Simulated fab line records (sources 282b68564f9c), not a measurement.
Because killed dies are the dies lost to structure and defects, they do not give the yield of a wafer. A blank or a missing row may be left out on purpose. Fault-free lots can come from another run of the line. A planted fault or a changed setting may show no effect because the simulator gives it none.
Matching of chambers || flow rit_cmos || RIT_GATE_ETCH_19 on rie_si-02 has 4 sister chambers
The step etches poly-Si in SF6/CHF3/O2, stops on SiO2, time 165 s, target depth 312.5 nm. 4 wafers are shown with their chamber, then 7 later ones without.

## WAFERS WITH THEIR CHAMBER
{"wafer": "L997.1", "chamber": 3, "drypump_motor_current_A (A)": 5.1}
{"wafer": "L997.6", "chamber": 1, "drypump_motor_current_A (A)": 5.4}
{"wafer": "L999.1", "chamber": 0, "drypump_motor_current_A (A)": 5.7}
{"wafer": "L999.2", "chamber": 2, "drypump_motor_current_A (A)": 6.3}

## WAFERS WITH NO CHAMBER GIVEN
{"wafer": "L999.3", "drypump_motor_current_A (A)": 5.4}
{"wafer": "L101.2", "drypump_motor_current_A (A)": 5.7}
{"wafer": "L101.4", "drypump_motor_current_A (A)": 5.1}
{"wafer": "L101.5", "drypump_motor_current_A (A)": 5.5}
{"wafer": "L103.1", "drypump_motor_current_A (A)": 5.1}
{"wafer": "L103.4", "drypump_motor_current_A (A)": 6.3}
{"wafer": "L103.5", "drypump_motor_current_A (A)": 6.3}

## WHICH CHAMBER EACH ONE RAN IN
{"wafer": "L999.3", "from the rows above": 1, "in truth": 1}
{"wafer": "L101.2", "from the rows above": 0, "in truth": 0}
{"wafer": "L101.4", "from the rows above": 3, "in truth": 3}
{"wafer": "L101.5", "from the rows above": 1, "in truth": 1}
{"wafer": "L103.1", "from the rows above": 3, "in truth": 3}
{"wafer": "L103.4", "from the rows above": 2, "in truth": 2}
{"wafer": "L103.5", "from the rows above": 2, "in truth": 2}
Correct placement for 7 of the 7. Not placeable from these rows: 0. Number placed wrongly: 0.
How it was worked out, from the rows above alone: a wafer's distance from a chamber is the root of the sum, over the readings, of the square of ((its reading less the chamber's mean) divided by the reading's scatter). If the next closest chamber is less than 2 further off than the closest, the wafer can't be placed; otherwise it belongs to the closest. Each chamber's mean is taken over the wafers shown for it. The scatter (one wafer shown for each chamber): square how far every hidden wafer sits from the nearest shown wafer, average those squares and take the square root.
